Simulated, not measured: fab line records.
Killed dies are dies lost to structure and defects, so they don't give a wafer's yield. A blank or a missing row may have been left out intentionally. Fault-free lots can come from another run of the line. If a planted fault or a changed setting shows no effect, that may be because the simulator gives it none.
Split-lot study	flow rit cmos	route with 202 steps; 5 lots, 23 wafers read

## THE SPLIT
At RIT_CONTACT_CVD_00 (deposits SiO2 from TEOS, target thk 400 nm, time 61 s), the setting time s was moved away from the recipe's 61 s on 4 of the 23 wafers read, by -8.4% to +9.1%. The other wafers ran this setting at the recipe's value.

No step appears in the file between the split and the reading.

## THE READING
Values of CONTACT_TEOS_THK in nm from RIT_CONTACT_THK_MEAS_01. A value of 402 nm with a standard deviation of 4.8 nm is what fault-free wafers of this fab line usually give.

wafer	tool, chamber at the split	time s as run, s	against the recipe	CONTACT_TEOS_THK, nm	against lot-mates on the recipe
L075.1	pecvd-03, 1	61	recipe	395	-
L075.2	pecvd-03, 0	61	recipe	394	-
L075.3	pecvd-03, 2	61	recipe	401	-
L075.4	pecvd-03, 1	61	recipe	405	-
L075.6	pecvd-03, 0	61	recipe	408	-
L079.1	pecvd-01, 0	61	recipe	397	-
L079.2	pecvd-01, 1	61	recipe	394	-
L079.3	pecvd-01, 2	61	recipe	398	-
L079.4	pecvd-01, 1	61	recipe	406	-
L079.5	pecvd-01, 2	61	recipe	407	-
L080.1	pecvd-04, 1	61	recipe	401	-
L080.3	pecvd-04, 2	61	recipe	397	-
L080.4	pecvd-04, 0	61	recipe	410	-
L081.1	pecvd-03, 1	61	recipe	402	-
L081.2	pecvd-03, 0	55.87	-8.4%	364	-39
L081.3	pecvd-03, 2	61	recipe	400	-
L081.4	pecvd-03, 0	55.87	-8.4%	366	-37
L081.5	pecvd-03, 1	61	recipe	407	-
L085.1	pecvd-01, 2	61	recipe	399	-
L085.2	pecvd-01, 1	66.54	+9.1%	442	+38
L085.4	pecvd-01, 1	66.54	+9.1%	445	+41
L085.5	pecvd-01, 0	61	recipe	405	-
L085.6	pecvd-01, 2	61	recipe	409	-

THE FIT
A straight line over all 23 wafers: CONTACT_TEOS_THK changes by +4.49 nm for each +1% of time s; r = +0.96; the points scatter about the line by 4.9 nm.
The same after taking each lot's own level away (the mean of its wafers on the recipe; 23 wafers): +4.41 nm for each +1%; r = +0.96; scatter 4.7 nm.
That fit puts the effect of the largest move of time s on the reading at 40 nm.
Across the lots, their own levels run from 400.4 to 404.3 nm, a range of 0.8 times the standard deviation given above.
The two slopes agree, so the slope changes little with the lot-to-lot level.
Check: for one of the wafers moved furthest among these (+9.1%), held out of the fit, the line's prediction against its lot-mates is +40.9 nm. It came out at +37.7 nm against them.

## THESE WAFERS: OTHER SPLITS
These wafers also went through other splits before the reading. Each is held against what the fit with the lots' levels taken away leaves over:
other split on the same wafers	wafers away from the commonest value	r with CONTACT_TEOS_THK (lot level and that fit taken away)
RIT_PLDD_IMPLANT_08 dose cm2	8	+0.03
RIT_SPACER_ETCHBACK_05 time s	9	+0.01
RIT_PSD_IMPLANT_08 energy kev	8	+0.00

## THE WHOLE CHAIN: every reading that the file lists as answering this split, in the file's order
step	what it does	reading	change (the file's fit)	r (the file's)
RIT_CONTACT_CVD_00	deposits SiO2 from TEOS, target thk 400 nm, time 61 s	SiO2_of_CONTACT_CVD_00.thk nm (the simulator's own value, which no gauge read)	+4.4 nm for each +1% of the setting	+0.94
RIT_CONTACT_THK_MEAS_01		CONTACT_TEOS_THK	+4.39 for each +1% of the setting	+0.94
RIT_CONTACT_ETCH_11	etches SiO2 in CHF3/CF4/Ar, stops on TiSi2, target depth 480 nm, time 320 s	etch.depth nm (the simulator's own value, which no gauge read)	+4.4 nm for each +1% of the setting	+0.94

## FILE'S OWN FIT
CONTACT_TEOS_THK changes by +4.39 nm for each +1% of time s, r = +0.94.
